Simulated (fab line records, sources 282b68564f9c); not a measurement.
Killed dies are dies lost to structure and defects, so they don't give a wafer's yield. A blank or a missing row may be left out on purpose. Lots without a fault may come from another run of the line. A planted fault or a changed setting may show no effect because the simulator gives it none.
Split-lot experiment | flow rit_cmos | 5 lots, 23 wafers read, on a route of 202 steps

THE SPLIT
At RIT_PRETRO_COAT_01 (resist thk 1300 nm), the setting resist_thk_nm was moved away from the recipe's 1300 nm on 9 of the 23 wafers read, by -5.0% to +4.2%. The other wafers ran this setting at the recipe's value.

The file shows no step between the split and the reading.

THE READING
NOVOLAK_of_PRETRO_COAT_01.thk_nm (the simulator's own value, which no gauge read), in nm, at RIT_PRETRO_HARDBAKE_07 (time 120 s). The file gives no usual value for it. The 14 wafers here that ran the recipe average 1137 nm, standard deviation 4.2 nm.

wafer  | tool, chamber at the split | resist_thk_nm as run, nm | against the recipe | NOVOLAK_of_PRETRO_COAT_01.thk_nm, nm | against lot-mates on the recipe
L074.2 | litho_track-03, 0          | 1355                     | +4.2%              | 1184                                 | +51
L074.3 | litho_track-03, 0          | 1300                     | recipe             | 1134                                 | -
L074.4 | litho_track-03, 0          | 1355                     | +4.2%              | 1182                                 | +49
L074.5 | litho_track-03, 0          | 1355                     | +4.2%              | 1186                                 | +53
L074.6 | litho_track-03, 0          | 1300                     | recipe             | 1132                                 | -
L076.2 | litho_track-03, 0          | 1300                     | recipe             | 1134                                 | -
L076.5 | litho_track-03, 0          | 1300                     | recipe             | 1135                                 | -
L076.6 | litho_track-03, 0          | 1300                     | recipe             | 1133                                 | -
L077.1 | litho_track-02, 0          | 1235                     | -5.0%              | 1082                                 | -57
L077.3 | litho_track-02, 0          | 1300                     | recipe             | 1139                                 | -
L077.6 | litho_track-02, 0          | 1300                     | recipe             | 1139                                 | -
L077.4 | litho_track-02, 0          | 1235                     | -5.0%              | 1080                                 | -59
L077.5 | litho_track-02, 0          | 1300                     | recipe             | 1139                                 | -
L079.1 | litho_track-02, 0          | 1345                     | +3.5%              | 1179                                 | +45
L079.2 | litho_track-02, 0          | 1300                     | recipe             | 1133                                 | -
L079.4 | litho_track-02, 0          | 1300                     | recipe             | 1139                                 | -
L079.5 | litho_track-02, 0          | 1300                     | recipe             | 1131                                 | -
L079.6 | litho_track-02, 0          | 1345                     | +3.5%              | 1175                                 | +41
L082.1 | litho_track-03, 0          | 1300                     | recipe             | 1145                                 | -
L082.2 | litho_track-03, 0          | 1300                     | recipe             | 1142                                 | -
L082.6 | litho_track-03, 0          | 1300                     | recipe             | 1142                                 | -
L082.4 | litho_track-03, 0          | 1339                     | +3.0%              | 1188                                 | +45
L082.5 | litho_track-03, 0          | 1339                     | +3.0%              | 1177                                 | +34

THE FIT
A straight line over all 23 wafers: NOVOLAK_of_PRETRO_COAT_01.thk_nm changes by +11.6 nm for each +1% of resist_thk_nm; r = +0.99; the points scatter about the line by 5.2 nm.
The same after taking each lot's own level away (the mean of its wafers on the recipe; 23 wafers): +12 nm for each +1%; r = +1.00; scatter 2.7 nm.
On that fit, the largest move of resist_thk_nm shifts the reading by 60 nm.
The lots' own levels span 1133.0 to 1143.0 nm, that is 2.4 times the standard deviation above.
So the lot-to-lot level changes the slope little: the two slopes agree.
Check: with one of the wafers moved furthest among these (-5.0%) left out of the fit, the line predicts -60.5 nm for it against its lot-mates. It came out at -57 nm against them.

OTHER SPLITS ON THESE WAFERS
These wafers also went through other splits before the reading. Each is held against what the fit with the lots' levels taken away leaves over:
other split on the same wafers    | wafers away from the commonest value | r with NOVOLAK_of_PRETRO_COAT_01.thk_nm (lot level and that fit taken away)
RIT_ACTIVE_OXIDATION_01 temp_c    | 15                                   | +0.16
RIT_ACTIVE_COAT_06 resist_thk_nm  | 9                                    | +0.01
RIT_ACTIVE_ETCH_13 pressure_mtorr | 5                                    | +0.16
RIT_NWELL_IMPLANT_08 dose_cm2     | 8                                    | +0.20
RIT_PWELL_COAT_01 resist_thk_nm   | 10                                   | -0.18
RIT_PWELL_STRIP_09 o2_flow_sccm   | 6                                    | -0.02

THE WHOLE CHAIN: every reading that the file lists as answering this split, in the file's order
step                   | what it does       | reading                                                                           | change (the file's fit)              | r (the file's)
RIT_PRETRO_COAT_01     | resist thk 1300 nm | NOVOLAK_of_PRETRO_COAT_01.thk_nm (the simulator's own value, which no gauge read) | +13.7 nm for each +1% of the setting | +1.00
RIT_PRETRO_HARDBAKE_07 | time 120 s         | NOVOLAK_of_PRETRO_COAT_01.thk_nm (the simulator's own value, which no gauge read) | +12.1 nm for each +1% of the setting | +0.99

THE FILE'S OWN FIT
NOVOLAK_of_PRETRO_COAT_01.thk_nm changes by +12.1 nm for each +1% of resist_thk_nm, r = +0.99.
